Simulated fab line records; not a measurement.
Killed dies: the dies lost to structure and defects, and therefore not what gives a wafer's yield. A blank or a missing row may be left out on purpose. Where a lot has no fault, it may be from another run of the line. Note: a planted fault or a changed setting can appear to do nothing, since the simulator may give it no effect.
What tool caused it? ; flow ritCmos ; at 1 step of a route of 202, 14 lots with 42 wafers sampled

## WHAT EACH GAUGE READ, for each wafer
The record lacks any reading of a measuring or inspecting step that a usual standard deviation could be used to judge.

## WHICH TOOL RAN EACH LOT (tool, then ch and the chambers of the sampled wafers, then the start)
lot;RIT_NLDD_IMPLANT_08
L282;implanter-02 ch 0, day 3 06:14
L283;implanter-01 ch 0, day 3 10:14
L284;implanter-04 ch 0, day 3 17:45
L285;implanter-02 ch 0, day 3 20:20
L286;implanter-01 ch 0, day 3 20:32
L287;implanter-01 ch 0, day 4 05:19
L288;implanter-02 ch 0, day 4 08:16
L289;implanter-02 ch 0, day 4 14:11
L290;implanter-02 ch 0, day 4 20:46
L292;implanter-02 ch 0, day 5 03:32
L293;implanter-01 ch 0, day 5 09:58
L303;implanter-04 ch 0, day 7 10:21
L304;implanter-01 ch 0, day 7 15:16
L305;implanter-02 ch 0, day 7 22:22
- RIT_NLDD_IMPLANT_08

## AS READ BY THE TOOLS THEMSELVES (means over the sampled wafers that have a number; for cases with no such wafer, the mark the record gives instead)
RIT_NLDD_IMPLANT_08.
lot;tool;beamEnergyKeV
L282;implanter-02;19.998
L283;implanter-01;20.003
L284;implanter-04;19.997
L285;implanter-02;20.001
L286;implanter-01;19.998
L287;implanter-01;19.997
L288;implanter-02;19.996
L289;implanter-02;20.003
L290;implanter-02;20.781
L292;implanter-02;20.782
L293;implanter-01;19.999
L303;implanter-04;20.005
L304;implanter-01;20.008
L305;implanter-02;19.998

## THE ANSWER, worked out from the rows above alone
Rule: the usual values come from the lots themselves. Put in order of their means at a reading, lots are off if they are a third of the lots or fewer, leave a main group of 4 or more, and stand apart from it by a gap of 3 or more times the standard deviation of the main group's means; of several such gaps the widest counts. Not used: any main group whose means are identical at the precision the tables above print for the reading. A lot without any number at a reading at which 4 lots or more have one is off too. Any other lot the step has rows for is counted as sound. After the gauges, taken in route order, come the tools' own readings; for these a lot's mean is taken, as printed above. At the first step where some lot is off, the reading lying furthest off is the one used; lots without a number count as furthest.
Off: L290, L292 (RIT_NLDD_IMPLANT_08, beamEnergyKeV). Main group: mean 20.000, sd 0.0036.
A tool fits if, at that step or a process step before it, it ran every lot that is off, and no sound lot after the first of them. No candidate that was tried fits.

## WHAT WAS PUT IN BY THE SIMULATOR
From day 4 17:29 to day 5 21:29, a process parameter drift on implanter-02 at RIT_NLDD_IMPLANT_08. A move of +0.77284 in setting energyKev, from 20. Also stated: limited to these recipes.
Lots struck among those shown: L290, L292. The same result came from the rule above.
